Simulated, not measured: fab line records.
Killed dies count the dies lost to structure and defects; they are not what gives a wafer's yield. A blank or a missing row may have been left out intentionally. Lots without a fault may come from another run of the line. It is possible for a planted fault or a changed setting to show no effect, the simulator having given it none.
Which of the tools did it? || flow rit-cmos || 21 wafers from 7 lots sampled at 2 of the route's 202 steps

## WHAT EACH GAUGE READ, for each wafer
RIT_PWELL_TW_MEAS_10.
{"lot": "L684", "measured": "day 2 09:15", "on": "film-metro-02", "PWELL_TW": "950 953 950"}
{"lot": "L691", "measured": "day 3 16:43", "on": "film-metro-03", "PWELL_TW": "2031 2039 2032"}
{"lot": "L696", "measured": "day 4 17:23", "on": "film-metro-04", "PWELL_TW": "944 944 942"}
{"lot": "L698", "measured": "day 5 03:09", "on": "film-metro-04", "PWELL_TW": "940 933 938"}
{"lot": "L700", "measured": "day 5 13:47", "on": "film-metro-02", "PWELL_TW": "962 964 962"}
{"lot": "L704", "measured": "day 6 13:05", "on": "film-metro-04", "PWELL_TW": "943 945 947"}
{"lot": "L706", "measured": "day 7 01:53", "on": "film-metro-02", "PWELL_TW": "958 956 960"}

## WHAT TOOL EACH LOT RAN ON (gives the tool, then ch and the chambers of the sampled wafers, and finally the start)
{"lot": "L684", "RIT_NWELL_COAT_01": "litho-track-01 ch 0, day 2 06:10"}
{"lot": "L691", "RIT_NWELL_COAT_01": "litho-track-03 ch 0, day 3 13:49"}
{"lot": "L696", "RIT_NWELL_COAT_01": "litho-track-01 ch 0, day 4 14:24"}
{"lot": "L698", "RIT_NWELL_COAT_01": "litho-track-02 ch 0, day 5 00:07"}
{"lot": "L700", "RIT_NWELL_COAT_01": "litho-track-02 ch 0, day 5 10:39"}
{"lot": "L704", "RIT_NWELL_COAT_01": "litho-track-01 ch 0, day 6 10:04"}
{"lot": "L706", "RIT_NWELL_COAT_01": "litho-track-02 ch 0, day 6 22:52"}
- RIT_NWELL_COAT_01: resist thk 1300 nm.

## THE ANSWER, worked out from the rows above alone
Rule: what is usual is taken from the lots themselves. Put in order of their means at a reading, lots are off if they are a third of the lots or fewer, leave a main group of 4 or more, and stand apart from it by a gap of 3 or more times the standard deviation of the main group's means; of several such gaps the widest counts. If all means in a main group match to the digits the tables above print for the reading, that group is not used. Also off: a lot with no number at a reading for which 4 or more lots have one. Where the step has rows for the other lots, those lots are counted as sound.
Off: L691, at RIT_PWELL_TW_MEAS_10 (PWELL_TW). Mean 950 and standard deviation 8.8 in the main group.
A tool fits if, at a process step before that reading, it ran every lot that is off, and no sound lot after the first of them. Those tools and the gauges at RIT_PWELL_TW_MEAS_10 are tried in the same way. 2 tools fit, litho-track-03 at RIT_NWELL_COAT_01 and film-metro-03 at RIT_PWELL_TW_MEAS_10, so this cannot tell which one it is.

## WHAT THE SIMULATOR HAD PUT IN
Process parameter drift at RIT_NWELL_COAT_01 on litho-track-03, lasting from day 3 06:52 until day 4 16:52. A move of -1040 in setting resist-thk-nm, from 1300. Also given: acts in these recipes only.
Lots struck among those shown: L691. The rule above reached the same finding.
